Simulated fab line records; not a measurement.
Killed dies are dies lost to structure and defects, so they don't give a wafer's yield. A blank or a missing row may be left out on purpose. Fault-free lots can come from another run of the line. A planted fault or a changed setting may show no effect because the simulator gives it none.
One fault through the eyes of 2 desks -- flow berkeley_cmos170 -- each desk holds nothing but its own numbers, with what lay behind them at the end

== AT THE METROLOGY DESK ==
Means of the sampled wafers that have a number, per lot and without regard to the tool the lot ran on: this is what the gauges read. If a lot's mean is further than 4 standard deviations from the usual mean, the lot is out of limits and carries the mark OUT (the distance appears in the brackets).
Columns: A = V1_BOW at UCB170_V1_BOW_MEAS_03, usual 19 um
lot,first seen here,A
L722,day 8 13:46,13
L724,day 8 15:07,28
L725,day 8 15:08,19
L723,day 8 15:23,23
L726,day 9 08:25,22
L728,day 10 04:40,26
L729,day 10 06:03,19
L733,day 10 11:16,20
L739,day 12 00:08,16
L737,day 12 04:18,12
L740,day 12 08:49,17
L743,day 13 04:23,16
L742,day 13 06:02,21
L745,day 13 13:14,15
This desk's finding: nothing out of limits on any of the 14 lots.

== FOR THE TOOL OWNER'S DESK: litho_track-02 ==
The tool's own readings at UCB170_M2_COAT_09, given as means over the sampled wafers that have a number, one for each lot that went through this tool. If a lot's mean is further than 4 standard deviations from the usual mean, the lot is out of limits and carries the mark OUT (the distance appears in the brackets).
Columns: A = spin_speed_rpm at UCB170_M2_COAT_09, usual 3000.0 rpm
lot,first seen here,A
L723,day 8 20:10,2997.8
L726,day 9 11:46,3000.4
L729,day 10 10:09,3002.5
L739,day 12 04:38,3167.9 (+84) OUT
L737,day 12 10:38,3168.8 (+84) OUT
This desk's verdict: out of limits on L737, L739, starting with L739 at day 12 04:38 (spin_speed_rpm at UCB170_M2_COAT_09). In limits: L723, L726, L729.

== ALL TOGETHER ==
At day 12 04:38, on L737, L739, the tool owner's desk was in a position to raise an alarm.
At the metrology desk, nothing out of limits was observed.
The metrology desk has L737, L739 on record, within its limits.
The lots listed all ran UCB170_M2_COAT_09 on litho_track-02.

== WHAT THE SIMULATOR HAD INSERTED ==
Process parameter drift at UCB170_M2_COAT_09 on litho_track-02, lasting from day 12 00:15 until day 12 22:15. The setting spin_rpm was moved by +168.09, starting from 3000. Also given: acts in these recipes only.
Lots struck among those shown: L737, L739.
Time in hours from fault onset to the first out-of-limits reading at each desk: the tool owner's desk, 4.
